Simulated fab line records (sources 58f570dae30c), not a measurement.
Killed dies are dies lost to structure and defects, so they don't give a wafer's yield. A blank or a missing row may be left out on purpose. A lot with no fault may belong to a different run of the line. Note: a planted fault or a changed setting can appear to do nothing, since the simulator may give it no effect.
Which tool did it?	flow berkeleyCmos170	21 wafers from 7 lots sampled at 4 of the route's 331 steps

## WHAT THE GAUGES SHOWED, per wafer
UCB170_PFIELD_TW_MEAS_09.
lot	measured	on	PFIELD_TW
L555	day 5 00:04	filmMetro-03	605 604 603
L558	day 5 08:07	filmMetro-03	608 601 602
L560	day 6 00:50	filmMetro-04	604 599 603
L565	day 7 02:05	filmMetro-03	455 453 458
L569	day 8 02:46	filmMetro-04	453 450 451
L570	day 8 16:32	filmMetro-03	604 604 603
L574	day 9 00:43	filmMetro-04	601 602 602

## TOOL THAT RAN EACH LOT (tool first, then ch and the chambers of the sampled wafers, then the start)
lot	UCB170_PWELL_ETCH_14	UCB170_PFIELD_IMPLANT_07	UCB170_PFIELD_STRIP_08
L555	rieDiel-03 ch 1,2,3, day 3 16:31	implanter-01 ch 0, day 4 23:50	plasmaAsher-04 ch 0,1, day 4 23:58
L558	rieDiel-03 ch 0,1,3, day 4 03:01	implanter-02 ch 0, day 5 07:53	plasmaAsher-03 ch 0,1, day 5 08:01
L560	rieDiel-01 ch 2,3, day 4 17:40	implanter-01 ch 0, day 6 00:35	plasmaAsher-04 ch 0,1, day 6 00:44
L565	rieDiel-02 ch 0,1,3, day 5 17:53	implanter-01 ch 0, day 7 01:50	plasmaAsher-03 ch 0,1, day 7 01:59
L569	rieDiel-03 ch 0,2,3, day 6 12:37	implanter-01 ch 0, day 8 02:31	plasmaAsher-01 ch 0,1, day 8 02:40
L570	rieDiel-03 ch 0,2, day 7 04:53	implanter-04 ch 0, day 8 16:17	plasmaAsher-03 ch 0,1, day 8 16:25
L574	rieDiel-01 ch 0,2, day 7 20:49	implanter-04 ch 0, day 9 00:28	plasmaAsher-03 ch 0,1, day 9 00:37
- UCB170_PWELL_ETCH_14: etches Si3N4 in CH3F/Ar/O2, stops on SiO2, target depth 242 nm, time 151 s.
- UCB170_PFIELD_IMPLANT_07
- UCB170_PFIELD_STRIP_08: strips in O2.

## THE ANSWER, worked out from the rows above alone
Rule: the lots themselves supply what counts as usual. The widest of any qualifying gaps counts: lots, ordered by their means at a reading, are off when they make up no more than a third of the lots, leave a main group of 4 or more, and stand apart from it by 3 or more times the standard deviation of that group's means. A main group is skipped when, at the precision printed for the reading in the tables above, its means are all equal. Also off: a lot with no number at a reading for which 4 or more lots have one. All remaining lots with rows at the step are treated as sound.
Off: L565, L569, seen at UCB170_PFIELD_TW_MEAS_09 (PFIELD_TW). The main group has a mean of 603 with a standard deviation of 0.97.
A tool fits if, at a process step before that reading, it ran every lot that is off, and no sound lot after the first of them. Gauges at UCB170_PFIELD_TW_MEAS_09: tried the same way as those tools. One candidate fits, namely implanter-01 at UCB170_PFIELD_IMPLANT_07. A fault onset in the window from L560 (day 6 00:35, its last sound lot) to L565 (day 7 01:50, its first lot off) fits.

## WHAT THE SIMULATOR PUT IN
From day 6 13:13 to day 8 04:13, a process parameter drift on implanter-01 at UCB170_PFIELD_IMPLANT_07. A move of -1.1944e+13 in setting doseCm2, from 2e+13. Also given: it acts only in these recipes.
Shown lots that were struck: L565, L569. Same finding as the rule above.
